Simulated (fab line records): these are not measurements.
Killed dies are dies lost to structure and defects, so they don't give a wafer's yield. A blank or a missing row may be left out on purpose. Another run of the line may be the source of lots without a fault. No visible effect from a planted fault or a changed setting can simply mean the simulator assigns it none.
Check of tool commonality    flow berkeleyCmos170    Lots sampled 14, wafers sampled 42

REASON FOR OPENING
At UCB170_NLDD_TW_MEAS_11 the reading NLDD_TW is flagged on 2 of 14 lots. Fault-free wafers read 2221, with a standard deviation of 11.
Rule: flag the lot when none of its wafers has a number, or when each of its wafers that has one lies beyond 4 standard deviations from that mean. As for the other lots, they are considered sound.

lot   measured      on            NLDD_TW, wafer by wafer  flag
L532  day 7 16:29   filmMetro-03  2240 2229 2213           
L531  day 7 16:44   filmMetro-02  2236 2222 2221           
L533  day 7 16:59   filmMetro-02  2215 2225 2219           
L535  day 8 08:44   filmMetro-03  2238 2228 2246           
L536  day 8 22:05   filmMetro-03  2228 2228 2215           
L538  day 8 22:22   filmMetro-04  2215 2214 2223           
L543  day 9 12:29   filmMetro-04  2219 2214 2209           
L539  day 9 12:34   filmMetro-03  2209 2207 2206           
L540  day 9 12:44   filmMetro-02  2219 2202 2215           
L544  day 10 00:31  filmMetro-03  2344 2340 2340           FLAGGED
L542  day 10 01:15  filmMetro-04  2240 2239 2229           
L545  day 10 01:17  filmMetro-03  2339 2346 2352           FLAGGED
L550  day 11 14:32  filmMetro-03  2219 2235 2229           
L553  day 12 05:22  filmMetro-02  2199 2198 2214           
The numbers of the flagged lots are 2344 on average: +122 against the usual, or +11 standard deviations.

EACH LOT AND THE TOOL IT RAN ON
The record holds 1 process step before the reading, out of a route of 331 steps. In each cell: the tool, then ch and the chambers that the sampled wafers went through, then the start.
lot   flag     UCB170_NLDD_IMPLANT_09
L532           implanter-04 ch 0, day 7 16:14
L531           implanter-02 ch 0, day 7 16:29
L533           implanter-04 ch 0, day 7 16:46
L535           implanter-02 ch 0, day 8 08:31
L536           implanter-04 ch 0, day 8 21:48
L538           implanter-03 ch 0, day 8 22:07
L543           implanter-02 ch 0, day 9 12:14
L539           implanter-04 ch 0, day 9 12:19
L540           implanter-03 ch 0, day 9 12:30
L544  FLAGGED  implanter-03 ch 0, day 10 00:16
L542           implanter-04 ch 0, day 10 01:01
L545  FLAGGED  implanter-03 ch 0, day 10 01:01
L550           implanter-02 ch 0, day 11 14:17
L553           implanter-02 ch 0, day 12 05:07
What these steps do:
- UCB170_NLDD_IMPLANT_09
- UCB170_NLDD_TW_MEAS_11

FLAGGED AGAINST TOTAL, ONE TOOL AT A TIME (gauges that did the reading follow at the end)
step                    tool          lots run  flagged  share of the flagged lots  sound lots run after its first flagged lot
UCB170_NLDD_IMPLANT_09  implanter-02  5         0        none                       -
UCB170_NLDD_IMPLANT_09  implanter-03  4         2        all                        0
UCB170_NLDD_IMPLANT_09  implanter-04  5         0        none                       -
UCB170_NLDD_TW_MEAS_11  filmMetro-02  4         0        none                       -
UCB170_NLDD_TW_MEAS_11  filmMetro-03  7         2        all                        1 (L550)
UCB170_NLDD_TW_MEAS_11  filmMetro-04  3         0        none                       -

WHAT THE TABLE ALLOWS
In 2 table rows, all flagged lots were run: implanter-03 (UCB170_NLDD_IMPLANT_09), filmMetro-03 (UCB170_NLDD_TW_MEAS_11).
- implanter-03 at UCB170_NLDD_IMPLANT_09: 2 of its 4 lots flagged. It ran its last sound lot, L540, at day 9 12:30 and its first flagged lot, L544, at day 10 00:16: a fault with its onset between the two fits. Its own readings (doseIonsCm2, faradayCurrentUA) fall more than 4 standard deviations out on all wafers of the flagged lots.
- filmMetro-03 at UCB170_NLDD_TW_MEAS_11: 2 of its 7 lots flagged. After the first flagged lot (L550), sound lots still ran on it; a lasting fault on the whole tool would not permit that.
What remains is a single tool, implanter-03 at UCB170_NLDD_IMPLANT_09.

WHAT HAD BEEN PUT IN BY THE SIMULATOR
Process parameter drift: implanter-03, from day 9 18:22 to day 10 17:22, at UCB170_NLDD_IMPLANT_09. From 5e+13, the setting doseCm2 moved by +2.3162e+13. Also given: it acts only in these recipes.
Lots struck among those shown: L544, L545. This agrees with what the rule above found.
